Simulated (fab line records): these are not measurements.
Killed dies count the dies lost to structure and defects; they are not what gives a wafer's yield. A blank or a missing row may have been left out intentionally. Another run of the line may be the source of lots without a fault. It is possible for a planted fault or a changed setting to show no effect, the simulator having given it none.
Which tool is to blame? | flow berkeleyCmos170 | 14 lots, 42 wafers sampled, at 5 steps of a route of 331

== WHAT EACH GAUGE READ, for each wafer ==
UCB170_ACTIVE_CD_MEAS_13 targets a cd of 1200 nm.
lot  | measured    | on       | cdNm (nm)
L663 | day 4 06:06 | cdSem-02 | 1200.1 1199.2 1201.1
L665 | day 4 08:11 | cdSem-02 | 1201.2 1202.0 1201.1
L670 | day 5 18:30 | cdSem-02 | 1201.5 1201.3 1200.9
L672 | day 6 00:34 | cdSem-02 | 1203.2 1203.1 1201.3
L676 | day 6 15:56 | cdSem-02 | 1198.5 1200.2 1198.7
L678 | day 7 03:51 | cdSem-02 | 1197.8 1195.9 1196.0
L677 | day 7 04:04 | cdSem-02 | 1200.4 1199.7 1199.3
L679 | day 7 11:25 | cdSem-02 | 1199.8 1200.6 1199.3
L680 | day 7 21:25 | cdSem-01 | 1199.7 1200.0 1199.9
L682 | day 8 01:50 | cdSem-02 | 1199.8 1197.8 1198.9
L683 | day 8 05:37 | cdSem-01 | 1197.2 1198.2 1198.8
L684 | day 8 18:08 | cdSem-02 | 1198.6 1199.2 1197.9
L685 | day 9 01:42 | cdSem-01 | 1199.0 1200.2 1200.1
L686 | day 9 04:16 | cdSem-01 | 1198.3 1199.3 1198.7

UCB170_NSD_CD_MEAS_06 targets a cd of 1200 nm.
lot  | measured     | on       | cdNm (nm)
L663 | day 6 09:41  | cdSem-02 | 1199.6 1199.4 1199.0
L665 | day 6 17:20  | cdSem-02 | 1201.2 1200.9 1200.4
L670 | day 8 03:19  | cdSem-01 | 1200.8 1200.0 1200.2
L672 | day 8 17:08  | cdSem-01 | 1200.2 1200.8 1199.9
L676 | day 9 03:41  | cdSem-02 | 1202.4 1202.1 1202.4
L678 | day 9 11:53  | cdSem-01 | 1200.9 1202.1 1201.8
L677 | day 9 11:44  | cdSem-02 | 1201.7 1202.0 1201.1
L679 | day 10 03:33 | cdSem-01 | 1199.1 1199.2 1199.0
L680 | day 10 07:29 | cdSem-02 | 1199.6 1201.1 1200.1
L682 | day 10 15:37 | cdSem-01 | 1200.2 1199.3 1199.9
L683 | day 10 15:52 | cdSem-01 | 1200.7 1200.0 1201.6
L684 | day 11 12:55 | cdSem-01 | 1199.9 1200.0 1200.3
L685 | day 11 18:03 | cdSem-02 | 1198.2 1199.7 1198.7
L686 | day 11 18:22 | cdSem-02 | 1200.7 1199.0 1199.5

UCB170_V1_CD_MEAS_12 targets a cd of 700 nm.
lot  | measured     | on       | cdNm (nm)
L663 | day 7 03:20  | cdSem-01 | 699.4 699.4 698.9
L665 | day 7 08:10  | cdSem-01 | 702.0 700.5 702.7
L670 | day 8 18:21  | cdSem-01 | 714.9 714.4 714.8
L672 | day 9 14:02  | cdSem-01 | 713.3 712.6 713.8
L676 | day 9 22:24  | cdSem-01 | 701.8 701.3 700.6
L678 | day 10 04:42 | cdSem-02 | 699.2 700.6 701.0
L677 | day 10 04:36 | cdSem-02 | 701.2 699.5 700.5
L679 | day 10 18:55 | cdSem-01 | 700.6 699.9 700.9
L680 | day 11 02:08 | cdSem-02 | 701.5 702.2 702.6
L682 | day 11 06:49 | cdSem-02 | 703.1 701.0 701.3
L683 | day 11 07:03 | cdSem-02 | 699.8 701.1 700.7
L684 | day 12 05:11 | cdSem-01 | 696.2 696.9 695.4
L685 | day 12 13:24 | cdSem-02 | 698.4 698.1 698.0
L686 | day 12 13:43 | cdSem-02 | 700.1 700.5 699.4

UCB170_V2_BOW_MEAS_03.
lot  | measured     | on           | V2_BOW (um)
L663 | day 7 07:07  | filmMetro-04 | 31 30 32
L665 | day 7 13:25  | filmMetro-04 | 36 42 34
L670 | day 8 21:56  | filmMetro-04 | 39 38 44
L672 | day 9 17:37  | filmMetro-03 | 46 39 44
L676 | day 10 01:59 | filmMetro-03 | 53 33 39
L678 | day 10 08:26 | filmMetro-04 | 33 36 55
L677 | day 10 08:11 | filmMetro-03 | 37 45 41
L679 | day 10 22:43 | filmMetro-02 | 31 28 35
L680 | day 11 05:50 | filmMetro-04 | 40 37 39
L682 | day 11 10:53 | filmMetro-04 | 40 47 45
L683 | day 11 11:01 | filmMetro-02 | 38 21 42
L684 | day 12 09:24 | filmMetro-03 | 55 42 53
L685 | day 12 17:26 | filmMetro-02 | 38 25 23
L686 | day 12 17:46 | filmMetro-03 | 33 31 31

== WHAT TOOL EACH LOT RAN ON (gives the tool, then ch and the chambers of the sampled wafers, and finally the start) ==
lot  | UCB170_V1_PEB_10
L663 | lithoTrack-01 ch 0, day 7 03:03
L665 | lithoTrack-02 ch 0, day 7 07:53
L670 | lithoTrack-04 ch 0, day 8 18:04
L672 | lithoTrack-04 ch 0, day 9 13:46
L676 | lithoTrack-01 ch 0, day 9 22:08
L678 | lithoTrack-01 ch 0, day 10 04:26
L677 | lithoTrack-02 ch 0, day 10 04:20
L679 | lithoTrack-01 ch 0, day 10 18:39
L680 | lithoTrack-01 ch 0, day 11 01:52
L682 | lithoTrack-02 ch 0, day 11 06:33
L683 | lithoTrack-02 ch 0, day 11 06:47
L684 | lithoTrack-02 ch 0, day 12 04:55
L685 | lithoTrack-01 ch 0, day 12 13:08
L686 | lithoTrack-01 ch 0, day 12 13:27
- UCB170_V1_PEB_10

== WHAT THE TOOLS THEMSELVES READ (means of the sampled wafers that have a number; where no wafer has one, the mark that the record gives instead) ==
UCB170_V1_PEB_10.
lot  | tool          | chillPlateTempC (C)
L663 | lithoTrack-01 | 22.99
L665 | lithoTrack-02 | 23.03
L670 | lithoTrack-04 | 23.16
L672 | lithoTrack-04 | 22.92
L676 | lithoTrack-01 | 23.03
L678 | lithoTrack-01 | 22.94
L677 | lithoTrack-02 | 23.05
L679 | lithoTrack-01 | 23.03
L680 | lithoTrack-01 | 23.01
L682 | lithoTrack-02 | 23.05
L683 | lithoTrack-02 | 22.91
L684 | lithoTrack-02 | 23.04
L685 | lithoTrack-01 | 23.04
L686 | lithoTrack-01 | 23.06

== THE ANSWER, worked out from the rows above alone ==
Rule: what is usual is taken from the lots themselves. The widest of any qualifying gaps counts: lots, ordered by their means at a reading, are off when they make up no more than a third of the lots, leave a main group of 4 or more, and stand apart from it by 3 or more times the standard deviation of that group's means. A main group whose means are all the same, to the digits that the tables above print for the reading, isn't used. A lot without any number at a reading at which 4 lots or more have one is off too. Any other lot the step has rows for is counted as sound. Order of review: gauges by route order, followed by the tools' own readings, for which a lot's mean as printed above is used. The first step at which some lot is off is used, and at that step the reading that is off furthest; a lot without a number counts as furthest.
Off at UCB170_V1_CD_MEAS_12 (cdNm): L670, L672. Main group: mean 700.2 nm, sd 1.6.
A tool fits if, at a process step before that reading, it ran every lot that is off, and no sound lot after the first of them. Those tools and the gauges at UCB170_V1_CD_MEAS_12 are tried in the same way. One fits: UCB170_V1_PEB_10 on lithoTrack-04. It ran no sound lot before its first lot that is off in this sample, so the start can't be narrowed down.

== WHAT WAS PUT IN BY THE SIMULATOR ==
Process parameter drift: lithoTrack-04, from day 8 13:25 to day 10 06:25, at UCB170_V1_PEB_10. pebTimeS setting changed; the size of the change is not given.
Lots struck among those shown: L670, L672. The rule above found the same.
